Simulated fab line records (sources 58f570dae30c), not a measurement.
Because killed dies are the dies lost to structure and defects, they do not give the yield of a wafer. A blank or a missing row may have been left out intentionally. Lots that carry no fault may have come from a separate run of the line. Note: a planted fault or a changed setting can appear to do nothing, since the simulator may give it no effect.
Split-lot trial :: flow berkeley cmos170 :: 23 wafers read across 5 lots, on a route 331 steps long

== ON THE SPLIT ==
At UCB170_V1_CVD_00 (deposits SiO2 from TEOS/O2, target thk 2000 nm, time 250 s), the setting time s was moved away from the recipe's 250 s on 7 of the 23 wafers read, by -13.1% to +4.4%. All remaining wafers had this setting at the recipe value.

No step appears in the file between the split and the reading.

== THE READING ==
At UCB170_V1_THK_MEAS_01: V1_TEOS_THK, given in nm. Fault-free wafers of this fab line usually give 1997 nm, standard deviation 29 nm.

wafer: L079.1
tool, chamber at the split: pecvd-02, 2
time s as run, s: 261.1
against the recipe: +4.4%
V1_TEOS_THK, nm: 2080
against lot-mates on the recipe: +72

wafer: L079.2
tool, chamber at the split: pecvd-02, 1
time s as run, s: 261.1
against the recipe: +4.4%
V1_TEOS_THK, nm: 2093
against lot-mates on the recipe: +84

wafer: L079.4
tool, chamber at the split: pecvd-02, 1
time s as run, s: 261.1
against the recipe: +4.4%
V1_TEOS_THK, nm: 2090
against lot-mates on the recipe: +82

wafer: L079.5
tool, chamber at the split: pecvd-02, 2
time s as run, s: 250
against the recipe: recipe
V1_TEOS_THK, nm: 2024
against lot-mates on the recipe: -

wafer: L079.6
tool, chamber at the split: pecvd-02, 0
time s as run, s: 250
against the recipe: recipe
V1_TEOS_THK, nm: 1993
against lot-mates on the recipe: -

wafer: L080.1
tool, chamber at the split: pecvd-04, 2
time s as run, s: 250
against the recipe: recipe
V1_TEOS_THK, nm: 1986
against lot-mates on the recipe: -

wafer: L080.2
tool, chamber at the split: pecvd-04, 0
time s as run, s: 217.3
against the recipe: -13.1%
V1_TEOS_THK, nm: 1720
against lot-mates on the recipe: -285

wafer: L080.3
tool, chamber at the split: pecvd-04, 1
time s as run, s: 250
against the recipe: recipe
V1_TEOS_THK, nm: 2008
against lot-mates on the recipe: -

wafer: L080.5
tool, chamber at the split: pecvd-04, 2
time s as run, s: 250
against the recipe: recipe
V1_TEOS_THK, nm: 2020
against lot-mates on the recipe: -

wafer: L080.6
tool, chamber at the split: pecvd-04, 0
time s as run, s: 217.3
against the recipe: -13.1%
V1_TEOS_THK, nm: 1738
against lot-mates on the recipe: -267

wafer: L081.2
tool, chamber at the split: pecvd-03, 2
time s as run, s: 250
against the recipe: recipe
V1_TEOS_THK, nm: 1964
against lot-mates on the recipe: -

wafer: L081.3
tool, chamber at the split: pecvd-03, 1
time s as run, s: 250
against the recipe: recipe
V1_TEOS_THK, nm: 1954
against lot-mates on the recipe: -

wafer: L081.4
tool, chamber at the split: pecvd-03, 1,0
time s as run, s: 250
against the recipe: recipe
V1_TEOS_THK, nm: 1996
against lot-mates on the recipe: -

wafer: L081.5
tool, chamber at the split: pecvd-03, 2
time s as run, s: 250
against the recipe: recipe
V1_TEOS_THK, nm: 1991
against lot-mates on the recipe: -

wafer: L081.6
tool, chamber at the split: pecvd-03, 1,0
time s as run, s: 250
against the recipe: recipe
V1_TEOS_THK, nm: 1994
against lot-mates on the recipe: -

wafer: L083.3
tool, chamber at the split: pecvd-02, 2
time s as run, s: 250
against the recipe: recipe
V1_TEOS_THK, nm: 1988
against lot-mates on the recipe: -

wafer: L083.5
tool, chamber at the split: pecvd-02, 2
time s as run, s: 250
against the recipe: recipe
V1_TEOS_THK, nm: 2019
against lot-mates on the recipe: -

wafer: L083.6
tool, chamber at the split: pecvd-02, 0
time s as run, s: 250
against the recipe: recipe
V1_TEOS_THK, nm: 2012
against lot-mates on the recipe: -

wafer: L085.2
tool, chamber at the split: pecvd-02, 0
time s as run, s: 250
against the recipe: recipe
V1_TEOS_THK, nm: 1976
against lot-mates on the recipe: -

wafer: L085.3
tool, chamber at the split: pecvd-02, 1
time s as run, s: 231.2
against the recipe: -7.5%
V1_TEOS_THK, nm: 1831
against lot-mates on the recipe: -155

wafer: L085.4
tool, chamber at the split: pecvd-02, 0
time s as run, s: 250
against the recipe: recipe
V1_TEOS_THK, nm: 1985
against lot-mates on the recipe: -

wafer: L085.5
tool, chamber at the split: pecvd-02, 1
time s as run, s: 250
against the recipe: recipe
V1_TEOS_THK, nm: 1997
against lot-mates on the recipe: -

wafer: L085.6
tool, chamber at the split: pecvd-02, 2
time s as run, s: 231.2
against the recipe: -7.5%
V1_TEOS_THK, nm: 1873
against lot-mates on the recipe: -113
Rows listing several chambers each stand for several wafers; the file does not say which wafer went through which chamber.

FIT RESULTS
A straight line over all 23 wafers: V1_TEOS_THK changes by +20.1 nm for each +1% of time s; r = +0.98; the points scatter about the line by 18 nm.
The same after taking each lot's own level away (the mean of its wafers on the recipe; 23 wafers): +19.9 nm for each +1%; r = +0.99; scatter 16 nm.
That fit puts the effect of the largest move of time s on the reading at 2.6e+02 nm.
Across the lots, their own levels run from 1979.8 to 2008.5 nm, a range of 1.0 times the standard deviation given above.
Hence the lot-to-lot level has little effect on the slope; both slopes agree.
Check: -250 nm against its lot-mates is what the line predicts for one of the wafers moved furthest among these (-13.1%) when that wafer is left out of the fit. Against them it came out at -285 nm.

== FURTHER SPLITS ON THESE WAFERS ==
Note: prior to the reading, these wafers also went through further splits. Each is held against what the fit with the lots' levels taken away leaves over:
other split on the same wafers: UCB170_PSD_IMPLANT_08 energy kev
wafers away from the commonest value: 12
r with V1_TEOS_THK (lot level and that fit taken away): +0.02

other split on the same wafers: UCB170_SILICIDE_SPUTTER_01 power w
wafers away from the commonest value: 9
r with V1_TEOS_THK (lot level and that fit taken away): -0.12

other split on the same wafers: UCB170_CONTACT_CVD_01 ph3 flow sccm
wafers away from the commonest value: 18
r with V1_TEOS_THK (lot level and that fit taken away): +0.06

other split on the same wafers: UCB170_CONTACT_COAT_10 resist thk nm
wafers away from the commonest value: 11
r with V1_TEOS_THK (lot level and that fit taken away): -0.10

other split on the same wafers: UCB170_M1_SPUTTER_00 power w
wafers away from the commonest value: 11
r with V1_TEOS_THK (lot level and that fit taken away): -0.07

other split on the same wafers: UCB170_M1_METAL_ETCH_12 time s
wafers away from the commonest value: 7
r with V1_TEOS_THK (lot level and that fit taken away): -0.36

== THE WHOLE CHAIN: every reading that the file lists as answering this split, in the file's order ==
step: UCB170_V1_CVD_00
what it does: deposits SiO2 from TEOS/O2, target thk 2000 nm, time 250 s
reading: SiO2_of_V1_CVD_00.thk nm (the simulator's own value, which no gauge read)
change (the file's fit): +20 nm for each +1% of the setting
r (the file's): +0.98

step: UCB170_V1_THK_MEAS_01
what it does: 
reading: V1_TEOS_THK
change (the file's fit): +20.1 for each +1% of the setting
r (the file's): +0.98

== THE FILE'S OWN FIT ==
V1_TEOS_THK changes by +20.1 nm for each +1% of time s, r = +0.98.
